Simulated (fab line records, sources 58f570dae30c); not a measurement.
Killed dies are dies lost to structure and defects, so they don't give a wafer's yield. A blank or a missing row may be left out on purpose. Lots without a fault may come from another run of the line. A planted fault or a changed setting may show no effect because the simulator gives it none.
Which tool did it? | flow berkeley_cmos170 | 6 lots, 18 wafers sampled, at 1 step of a route of 331

WHAT THE GAUGES READ, wafer by wafer
UCB170_SILICIDE_THK_MEAS_03: measures by xrf.
lot  | measured     | on            | SILICIDE_TI_THK (nm)
L370 | day 8 11:57  | film_metro-02 | 29.8 30.0 30.0
L374 | day 8 21:04  | film_metro-04 | 29.7 29.7 29.9
L376 | day 9 05:04  | film_metro-02 | 29.7 30.0 30.0
L380 | day 9 19:35  | film_metro-02 | 29.6 29.9 29.8
L384 | day 10 05:44 | film_metro-02 | 29.5 29.8 29.5
L392 | day 12 05:35 | film_metro-03 | 30.1 29.5 29.7

WHICH TOOL RAN EACH LOT (tool, then ch and the chambers of the sampled wafers, then the start)
The record holds no process step before these readings.

THE ANSWER, worked out from the rows above alone
Rule: what is usual is taken from the lots themselves. Put in order of their means at a reading, lots are off if they are a third of the lots or fewer, leave a main group of 4 or more, and stand apart from it by a gap of 3 or more times the standard deviation of the main group's means; of several such gaps the widest counts. A main group whose means are all the same, to the digits that the tables above print for the reading, isn't used. A lot without any number at a reading at which 4 lots or more have one is off too. The other lots that the step has rows for count as sound.
No lot is off at any reading shown: from this, nothing can be told.

WHAT THE SIMULATOR HAD PUT IN
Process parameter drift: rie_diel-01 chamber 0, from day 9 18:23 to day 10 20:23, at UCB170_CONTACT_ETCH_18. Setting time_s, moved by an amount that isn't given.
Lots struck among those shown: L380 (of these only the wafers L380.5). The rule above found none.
